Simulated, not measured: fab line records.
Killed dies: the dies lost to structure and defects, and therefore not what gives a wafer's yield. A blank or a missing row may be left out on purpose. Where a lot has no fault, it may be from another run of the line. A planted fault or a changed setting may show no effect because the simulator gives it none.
The tool behind it: which one? / flow rit_cmos / 39 wafers from 13 lots sampled at 5 of the route's 202 steps

WHAT THE GAUGES READ, wafer by wafer
RIT_WELLDRIVE_RS_MEAS_01: a four-point-probe measurement.
lot=L711; measured=day 2 06:22; on=film_metro-01; NWELL_RS (ohm/sq)=273.7 275.9 274.5
lot=L712; measured=day 2 11:20; on=film_metro-02; NWELL_RS (ohm/sq)=273.3 273.7 274.5
lot=L713; measured=day 2 14:02; on=film_metro-02; NWELL_RS (ohm/sq)=275.2 274.8 276.1
lot=L717; measured=day 3 14:08; on=film_metro-01; NWELL_RS (ohm/sq)=321.1 321.3 321.4
lot=L719; measured=day 3 21:38; on=film_metro-02; NWELL_RS (ohm/sq)=321.3 320.4 321.8
lot=L724; measured=day 4 23:24; on=film_metro-01; NWELL_RS (ohm/sq)=274.7 275.1 275.8
lot=L725; measured=day 5 04:29; on=film_metro-04; NWELL_RS (ohm/sq)=274.8 275.7 275.4
lot=L726; measured=day 5 08:13; on=film_metro-02; NWELL_RS (ohm/sq)=275.2 275.7 276.3
lot=L728; measured=day 5 18:01; on=film_metro-01; NWELL_RS (ohm/sq)=274.5 275.1 275.1
lot=L731; measured=day 6 10:34; on=film_metro-02; NWELL_RS (ohm/sq)=276.4 276.1 275.3
lot=L732; measured=day 6 13:40; on=film_metro-04; NWELL_RS (ohm/sq)=275.4 275.9 274.5
lot=L733; measured=day 6 19:21; on=film_metro-02; NWELL_RS (ohm/sq)=275.2 275.1 275.2
lot=L734; measured=day 7 03:35; on=film_metro-01; NWELL_RS (ohm/sq)=275.5 275.2 275.3

RIT_WELLDRIVE_RS_MEAS_02: a four-point-probe measurement.
lot=L711; measured=day 2 06:29; on=film_metro-01; PWELL_RS (ohm/sq)=428.4 428.2 428.1
lot=L712; measured=day 2 11:28; on=film_metro-02; PWELL_RS (ohm/sq)=430.0 429.2 429.3
lot=L713; measured=day 2 14:09; on=film_metro-02; PWELL_RS (ohm/sq)=428.3 428.1 428.8
lot=L717; measured=day 3 14:16; on=film_metro-01; PWELL_RS (ohm/sq)=475.4 476.3 477.4
lot=L719; measured=day 3 21:45; on=film_metro-02; PWELL_RS (ohm/sq)=473.5 473.9 474.9
lot=L724; measured=day 4 23:31; on=film_metro-01; PWELL_RS (ohm/sq)=428.0 429.1 428.6
lot=L725; measured=day 5 04:36; on=film_metro-04; PWELL_RS (ohm/sq)=429.2 428.8 428.8
lot=L726; measured=day 5 08:20; on=film_metro-02; PWELL_RS (ohm/sq)=430.1 428.5 428.1
lot=L728; measured=day 5 18:08; on=film_metro-01; PWELL_RS (ohm/sq)=431.3 429.6 430.8
lot=L731; measured=day 6 10:41; on=film_metro-02; PWELL_RS (ohm/sq)=428.3 427.3 428.5
lot=L732; measured=day 6 13:47; on=film_metro-04; PWELL_RS (ohm/sq)=429.4 428.9 429.5
lot=L733; measured=day 6 19:28; on=film_metro-02; PWELL_RS (ohm/sq)=429.4 429.9 430.3
lot=L734; measured=day 7 03:43; on=film_metro-01; PWELL_RS (ohm/sq)=430.2 430.0 431.2

RIT_M1_THK_MEAS_02: measures by xrf.
lot=L711; measured=day 3 09:04; on=film_metro-02; M1_AL_THK (nm)=420 417 413
lot=L712; measured=day 3 11:50; on=film_metro-03; M1_AL_THK (nm)=417 412 414
lot=L713; measured=day 3 16:58; on=film_metro-04; M1_AL_THK (nm)=421 421 415
lot=L717; measured=day 4 15:20; on=film_metro-02; M1_AL_THK (nm)=417 417 423
lot=L719; measured=day 4 23:43; on=film_metro-03; M1_AL_THK (nm)=413 413 413
lot=L724; measured=day 6 02:09; on=film_metro-02; M1_AL_THK (nm)=415 416 413
lot=L725; measured=day 6 06:11; on=film_metro-03; M1_AL_THK (nm)=420 418 423
lot=L726; measured=day 6 09:05; on=film_metro-04; M1_AL_THK (nm)=422 421 419
lot=L728; measured=day 6 19:35; on=film_metro-03; M1_AL_THK (nm)=417 418 414
lot=L731; measured=day 7 15:17; on=film_metro-03; M1_AL_THK (nm)=420 410 417
lot=L732; measured=day 7 16:45; on=film_metro-03; M1_AL_THK (nm)=417 410 414
lot=L733; measured=day 7 21:43; on=film_metro-02; M1_AL_THK (nm)=424 422 417
lot=L734; measured=day 8 06:10; on=film_metro-02; M1_AL_THK (nm)=414 417 409

EACH LOT AND THE TOOL THAT RAN IT (in order: tool; ch and the chambers of the sampled wafers; start)
lot=L711; RIT_WELLDRIVE_ANNEAL_00=furnace-01 ch 0, day 2 01:17; RIT_CONTACT_ETCH_11=rie_diel-04 ch 0,1,2, day 3 07:47
lot=L712; RIT_WELLDRIVE_ANNEAL_00=furnace-03 ch 0, day 2 06:16; RIT_CONTACT_ETCH_11=rie_diel-02 ch 0,1,3, day 3 10:34
lot=L713; RIT_WELLDRIVE_ANNEAL_00=furnace-01 ch 0, day 2 08:55; RIT_CONTACT_ETCH_11=rie_diel-04 ch 0,2,3, day 3 15:31
lot=L717; RIT_WELLDRIVE_ANNEAL_00=furnace-01 ch 0, day 3 09:03; RIT_CONTACT_ETCH_11=rie_diel-04 ch 1,3, day 4 14:05
lot=L719; RIT_WELLDRIVE_ANNEAL_00=furnace-01 ch 0, day 3 16:32; RIT_CONTACT_ETCH_11=rie_diel-04 ch 0,2,3, day 4 22:26
lot=L724; RIT_WELLDRIVE_ANNEAL_00=furnace-03 ch 0, day 4 18:16; RIT_CONTACT_ETCH_11=rie_diel-04 ch 0,2,3, day 6 00:52
lot=L725; RIT_WELLDRIVE_ANNEAL_00=furnace-03 ch 0, day 4 23:22; RIT_CONTACT_ETCH_11=rie_diel-02 ch 0,1,2, day 6 04:53
lot=L726; RIT_WELLDRIVE_ANNEAL_00=furnace-04 ch 0, day 5 03:08; RIT_CONTACT_ETCH_11=rie_diel-04 ch 0,3, day 6 07:46
lot=L728; RIT_WELLDRIVE_ANNEAL_00=furnace-04 ch 0, day 5 12:55; RIT_CONTACT_ETCH_11=rie_diel-02 ch 0,1,3, day 6 18:19
lot=L731; RIT_WELLDRIVE_ANNEAL_00=furnace-04 ch 0, day 6 05:29; RIT_CONTACT_ETCH_11=rie_diel-01 ch 1,2, day 7 13:50
lot=L732; RIT_WELLDRIVE_ANNEAL_00=furnace-03 ch 0, day 6 08:34; RIT_CONTACT_ETCH_11=rie_diel-04 ch 1,2,3, day 7 15:16
lot=L733; RIT_WELLDRIVE_ANNEAL_00=furnace-04 ch 0, day 6 14:15; RIT_CONTACT_ETCH_11=rie_diel-01 ch 1,2, day 7 20:26
lot=L734; RIT_WELLDRIVE_ANNEAL_00=furnace-03 ch 0, day 6 22:28; RIT_CONTACT_ETCH_11=rie_diel-02 ch 0,3, day 8 04:53
- RIT_WELLDRIVE_ANNEAL_00: time 14700 s.
- RIT_CONTACT_ETCH_11: etches SiO2 in CHF3/CF4/Ar, stops on TiSi2, target depth 480 nm, time 320 s.

WHAT THE TOOLS THEMSELVES READ (means of the sampled wafers that have a number; where no wafer has one, the mark that the record gives instead)
RIT_WELLDRIVE_ANNEAL_00.
lot=L711; tool=furnace-01; run_length_s (s)=18266; tube_center_temp_C (C)=1100; zone_power_load_pct (%)=35
lot=L712; tool=furnace-03; run_length_s (s)=18267; tube_center_temp_C (C)=1100; zone_power_load_pct (%)=37
lot=L713; tool=furnace-01; run_length_s (s)=18279; tube_center_temp_C (C)=1100; zone_power_load_pct (%)=34
lot=L717; tool=furnace-01; run_length_s (s)=9442; tube_center_temp_C (C)=1100; zone_power_load_pct (%)=35
lot=L719; tool=furnace-01; run_length_s (s)=9451; tube_center_temp_C (C)=1100; zone_power_load_pct (%)=35
lot=L724; tool=furnace-03; run_length_s (s)=18261; tube_center_temp_C (C)=1100; zone_power_load_pct (%)=37
lot=L725; tool=furnace-03; run_length_s (s)=18271; tube_center_temp_C (C)=1100; zone_power_load_pct (%)=36
lot=L726; tool=furnace-04; run_length_s (s)=18266; tube_center_temp_C (C)=1100; zone_power_load_pct (%)=46
lot=L728; tool=furnace-04; run_length_s (s)=18282; tube_center_temp_C (C)=1100; zone_power_load_pct (%)=46
lot=L731; tool=furnace-04; run_length_s (s)=18277; tube_center_temp_C (C)=1100; zone_power_load_pct (%)=45
lot=L732; tool=furnace-03; run_length_s (s)=18270; tube_center_temp_C (C)=1100; zone_power_load_pct (%)=36
lot=L733; tool=furnace-04; run_length_s (s)=18267; tube_center_temp_C (C)=1100; zone_power_load_pct (%)=45
lot=L734; tool=furnace-03; run_length_s (s)=18260; tube_center_temp_C (C)=1100; zone_power_load_pct (%)=36

RIT_CONTACT_ETCH_11.
lot=L711; tool=rie_diel-04; drypump_motor_current_A (A)=5.7; oes_product_au (a.u.)=0.992; throttle_valve_pct (%)=8.93
lot=L712; tool=rie_diel-02; drypump_motor_current_A (A)=5.6; oes_product_au (a.u.)=1.001; throttle_valve_pct (%)=8.98
lot=L713; tool=rie_diel-04; drypump_motor_current_A (A)=5.9; oes_product_au (a.u.)=0.997; throttle_valve_pct (%)=8.96
lot=L717; tool=rie_diel-04; drypump_motor_current_A (A)=6.2; oes_product_au (a.u.)=1.003; throttle_valve_pct (%)=8.98
lot=L719; tool=rie_diel-04; drypump_motor_current_A (A)=6.0; oes_product_au (a.u.)=0.998; throttle_valve_pct (%)=8.95
lot=L724; tool=rie_diel-04; drypump_motor_current_A (A)=6.0; oes_product_au (a.u.)=0.991; throttle_valve_pct (%)=8.94
lot=L725; tool=rie_diel-02; drypump_motor_current_A (A)=5.9; oes_product_au (a.u.)=1.000; throttle_valve_pct (%)=8.93
lot=L726; tool=rie_diel-04; drypump_motor_current_A (A)=6.1; oes_product_au (a.u.)=1.007; throttle_valve_pct (%)=8.97
lot=L728; tool=rie_diel-02; drypump_motor_current_A (A)=5.6; oes_product_au (a.u.)=1.001; throttle_valve_pct (%)=8.98
lot=L731; tool=rie_diel-01; drypump_motor_current_A (A)=5.3; oes_product_au (a.u.)=0.993; throttle_valve_pct (%)=8.80
lot=L732; tool=rie_diel-04; drypump_motor_current_A (A)=5.9; oes_product_au (a.u.)=0.991; throttle_valve_pct (%)=8.95
lot=L733; tool=rie_diel-01; drypump_motor_current_A (A)=5.3; oes_product_au (a.u.)=0.990; throttle_valve_pct (%)=8.82
lot=L734; tool=rie_diel-02; drypump_motor_current_A (A)=5.6; oes_product_au (a.u.)=1.018; throttle_valve_pct (%)=9.09

THE ANSWER, worked out from the rows above alone
Rule: what is usual is taken from the lots themselves. Put in order of their means at a reading, lots are off if they are a third of the lots or fewer, leave a main group of 4 or more, and stand apart from it by a gap of 3 or more times the standard deviation of the main group's means; of several such gaps the widest counts. The tables above print the reading to a certain number of digits; a main group whose means all agree to those digits is not used. A lot without any number at a reading at which 4 lots or more have one is off too. Any other lot the step has rows for is counted as sound. First the gauges in route order, then the tools' own readings, where a lot's mean is used as printed above. The first step at which some lot is off is used, and at that step the reading that is off furthest; a lot without a number counts as furthest.
Off: at RIT_WELLDRIVE_RS_MEAS_01 (NWELL_RS), L717, L719. The main group has a mean of 275.2 ohm/sq with a standard deviation of 0.53.
If a tool, at a process step before that reading, ran all the lots that are off and no sound lot after the first of them, it fits. The gauges at RIT_WELLDRIVE_RS_MEAS_01 aren't tried: what is off there is off at RIT_WELLDRIVE_ANNEAL_00 too, on other tools, and a gauge's error can't cause that. One candidate fits, namely furnace-01 at RIT_WELLDRIVE_ANNEAL_00. Its last sound lot is L713 (day 2 08:55), its first lot that is off L717 (day 3 09:03): a fault that began between those two fits.
On the lots that are off, the tool's own readings at RIT_WELLDRIVE_ANNEAL_00 differ by more than 5 times the standard deviation of the sound lots' means, which bears it out; run_length_s reads 9446 s there versus 18270 s on the sound lots.

WHAT THE SIMULATOR HAD PUT IN
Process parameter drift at RIT_WELLDRIVE_ANNEAL_00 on furnace-01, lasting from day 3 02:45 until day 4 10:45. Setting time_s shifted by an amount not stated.
Shown lots that were struck: L717, L719. The rule given above showed the same thing.
